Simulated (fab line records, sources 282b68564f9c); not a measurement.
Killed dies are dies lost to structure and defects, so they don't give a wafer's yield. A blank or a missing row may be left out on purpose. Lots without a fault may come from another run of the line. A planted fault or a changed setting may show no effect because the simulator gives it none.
fab line records | flow rit_cmos
record lots=15 wafers=45 last_day=7
route steps=202 shown GATE@96 M1@202
lots that met no fault: from a run of the same line without faults
start_h: hours from the record's first day to the start of the lot's first wafer shown | wait_h: hours since the lot's step before | " the same as in the row above | L1.1+2: a row that stands for several wafers | - no value, or no start given | * or withheld: withheld | < > ~ a bound
route shown NAME@n: a module of which the file shows steps, and the number in the route of the first | usual: mean/standard deviation of fault-free wafers | same: alike in all rows | chamber/n: place in a boat | sites: the reading at each site | _std_site: their standard deviation | _edge_site: outer sites' mean less inner sites' | radius_mm: how far each site lies from the wafer's centre | mask NAME#n: copy n | behind: the tool/chamber that last shaped the wafer | hold: why the lot was held/for how many hours/how that ended | device: the transistor (n, p or np) that didn't switch | end of line: the same wafers' tests at the end of the route | a step without rows: its recipe alone | killed: dies lost to structure and defects at the first sort, not the wafer's yield | map: a wafer's dies, x killed, . not, _ none there
set.NAME: the setting as run; set.NAME@STEP: as run at that earlier step | model.NAME: the simulator's own value behind a step, which no gauge read
steps of the route over a sample of lots; a table a step, a row a wafer
services: from which hour (start_h, from the record's first day; less than 0 if before it) a tool's chamber was out of use, for how many hours, and why
## steps
# step RIT_GATE_STRIP_20
# recipe chemistry=O2 time_s=180 resist=NOVOLAK platen_temp_c=withheld power_w=500 pressure_mtorr=4000 o2_flow_sccm=4000
# usual drypump_motor_current_A=5.7/0.38 o2_flow_sccm=4000/13
# columns lot.wafer tool chamber start_h wait_h drypump_motor_current_A o2_flow_sccm rf_hours_counter_h
L881.1 plasma_asher-03 0 39.52 0.1 5.5 4001 23
L881.2 " 1 " " 5.4 4000 23
L881.4 " 0 " " 5.5 4007 -
L882.1 plasma_asher-04 0 46.76 0.1 5.5 4013 41
L882.2 " 1 " " 6.4 3979 41
L882.6 " 1 " " 6.5 3983 -
L883.2 plasma_asher-03 1 52.53 0.1 5.4 3993 25
L883.4 " 1 " " 5.4 4000 -
L883.6 " 1 " " 5.4 3990 -
L885.1 plasma_asher-04 0 60.15 0.1 5.4 3212 42
L885.3 " 0 " " 5.4 3207 -
L885.4 " 1 " " 6.5 4004 -
L886.1 plasma_asher-04 1 66.65 0.1 6.4 4000 43
L886.3 " 0 " " 5.5 3227 -
L886.5 " 0 " " 5.5 3212 -
L887.1 plasma_asher-04 0 71.65 0.1 5.4 3202 43
L887.3 " 0 " " 5.5 3190 -
L887.6 " 1 " " 6.5 4002 -
L893.1 plasma_asher-03 1 101.55 0.1 5.4 3996 30
L893.3 " 1 " " 5.4 4012 -
L893.4 " 0 " " 5.6 4001 -
L895.2 plasma_asher-03 0 111.04 0.1 5.5 4003 31
L895.3 " 0 " " 5.5 4002 -
L895.6 " 1 " " 5.4 3994 -
L897.1 plasma_asher-03 0 120.53 0.1 5.5 3991 33
L897.3 " 1 " " 5.4 4008 -
L897.4 " 0 " " 5.5 3982 -
L898.4 plasma_asher-01 1 126.48 0.1 5.4 3968 -
L898.5 " 0 " " 5.9 3998 -
L898.6 " 1 " " 5.4 3982 -
L900.1 plasma_asher-01 1 138.05 0.1 5.4 3990 51
L900.2 " 0 " " 5.9 4015 51
L900.4 " 0 " " 5.9 3999 -
L901.1 plasma_asher-01 0 142.26 0.1 5.9 4004 52
L901.3 " 0 " " 5.9 3987 -
L901.6 " 0 " " 5.9 4007 -
L902.3 plasma_asher-01 0 143.57 0.1 5.9 3995 -
L902.4 " 1 " " 5.4 3989 -
L902.6 " 0 " " 5.9 4011 -
L903.1 plasma_asher-01 0 152.30 0.1 5.9 3996 53
L903.3 " 1 " " 5.4 3994 -
L903.4 " 0 " " 5.9 4003 -
L904.1 plasma_asher-03 0 156.50 0.1 5.5 4013 37
L904.4 " 1 " " 5.4 4022 -
L904.5 " 0 " " 5.5 4006 -
# step RIT_M1_PROBE_99
# usual killed_at_M0_to_M3=0.0/0.12 killed_at_contacts=0.1/0.25 killed_at_front_end=6.8/2.7 killed_dies=6.8/2.7 killed_open=3.4/1.8 killed_short=3.5/1.7
# same gross_dies=264 killed_at_M4_up=0 killed_at_back_side=0 killed_at_other=0
# columns lot.wafer tool chamber start_h wait_h killed_at_M0_to_M3 killed_at_contacts killed_at_front_end killed_dies killed_open killed_short
L881.1 prober-01 - 60.19 0.1 0 0 4 4 2 2
L881.2 prober-01 - 60.24 0.1 0 0 4 4 4 0
L881.4 prober-01 - 60.34 0.2 0 0 5 5 2 3
L893.1 prober-01 - 129.10 1.7 0 0 8 8 4 4
L893.3 prober-01 - 129.20 1.7 0 0 11 11 7 4
L893.4 prober-01 - 129.25 1.8 0 0 7 7 3 4
L895.2 prober-01 - 132.15 0.1 0 0 7 7 2 5
L895.3 prober-01 - 132.20 0.2 0 0 4 4 2 2
L895.6 prober-01 - 132.35 0.2 0 0 4 4 4 0
L897.1 prober-01 - 142.10 0.1 0 0 8 8 4 4
L897.3 prober-01 - 142.20 0.2 0 0 5 5 4 1
L897.4 prober-01 - 142.25 0.2 0 0 3 3 1 2
L901.1 prober-01 - 163.48 0.1 0 0 4 4 1 3
L901.3 prober-01 - 163.58 0.2 0 0 11 11 5 6
L901.6 prober-01 - 163.73 0.2 0 0 13 13 6 7
# killed by level:class
L881.1 GATE:geometric_particle:open=1 GATE:geometric_particle:short=1 SPACER:geometric_particle:open=1 SILICIDE:geometric_particle:short=1
L881.2 SPACER:geometric_particle:open=2 GATE:geometric_particle:open=1 SILICIDE:geometric_particle:open=1
L881.4 FOX2:geometric_particle:short=2 SPACER:geometric_particle:open=2 FOX1:geometric_particle:short=1
L893.1 GATE:geometric_particle:short=3 FOX2:geometric_particle:open=1 REOX:geometric_particle:short=1 REOX:geometric_particle:open=1 SPACER:geometric_particle:open=1 SILICIDE:geometric_particle:open=1
L893.3 GATE:geometric_particle:open=3 SPACER:geometric_particle:short=3 REOX:geometric_particle:open=2 SPACER:geometric_particle:open=2 REOX:geometric_particle:short=1
L893.4 FOX1:geometric_particle:short=2 FOX1:geometric_particle:open=1 SILICIDE:geometric_particle:short=1 GATE:geometric_particle:open=1 REOX:geometric_particle:open=1 SPACER:geometric_particle:short=1
L895.2 GATE:geometric_particle:short=2 REOX:geometric_particle:short=2 FOX2:geometric_particle:open=1 FOX2:geometric_particle:short=1 REOX:geometric_particle:open=1
L895.3 FOX2:geometric_particle:short=1 GATE:geometric_particle:short=1 GATE:geometric_particle:open=1 REOX:geometric_particle:open=1
L895.6 GATE:geometric_particle:open=3 SPACER:geometric_particle:open=1
L897.1 SPACER:geometric_particle:short=2 SILICIDE:geometric_particle:open=2 FOX1:geometric_particle:open=1 GATE:geometric_particle:short=1 GATE:geometric_particle:open=1 SILICIDE:geometric_particle:short=1
L897.3 GATE:geometric_particle:open=4 REOX:geometric_particle:short=1
L897.4 FOX1:geometric_particle:short=1 REOX:geometric_particle:short=1 SILICIDE:geometric_particle:open=1
L901.1 GATE:geometric_particle:short=2 FOX2:geometric_particle:open=1 SILICIDE:geometric_particle:short=1
L901.3 GATE:geometric_particle:short=4 REOX:geometric_particle:open=2 FOX1:geometric_particle:short=1 GATE:geometric_particle:open=1 SPACER:geometric_particle:open=1 SILICIDE:geometric_particle:short=1 SILICIDE:geometric_particle:open=1
L901.6 GATE:geometric_particle:short=4 REOX:geometric_particle:open=3 GATE:geometric_particle:open=2 REOX:geometric_particle:short=2 SILICIDE:geometric_particle:short=1 SILICIDE:geometric_particle:open=1
## services
# columns tool chamber start_h hours kind
plasma_asher-04 - 78.79 21.3 repair
plasma_asher-04 - 108.75 9.0 pm
plasma_asher-04 0 108.75 9.0 vent_cycle
plasma_asher-04 1 108.75 9.0 vent_cycle
plasma_asher-04 0 117.75 - clean
plasma_asher-04 1 117.75 - clean
## key
first_sign step=RIT_GATE_STRIP_20 reading=o2_flow_sccm direction=down sigmas=62 usual=4000 struck=3208
effect none on later readings
met_at RIT_GATE_STRIP_20
struck_lots L885,L886,L887
struck_wafers L885.1,L885.3,L886.3,L886.5,L887.1,L887.3
tester_left_out L885,L886,L887
loop_trim step=RIT_GATE_EXPOSE_13 setting=dose lots=L885,L886,L887
onset_between 46.76 60.15
fault kind=process_parameter_drift tool=plasma_asher-04 chamber=0 onset_h=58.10 steps=RIT_GATE_STRIP_20 channel=o2_flow_sccm offset=-800 shape=step end_h=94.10 acts_in=these_recipes_only stated=4000
# tester_left_out: of these lots the tester's yield and bins aren't shown, on N5 and GAA mostly nor the transistor test; their killed dies are dies lost to structure and defects alone, not to doping, threshold or leakage, so they don't give the yield
# loop_trim: a control loop set the setting to another value than it would have without faults
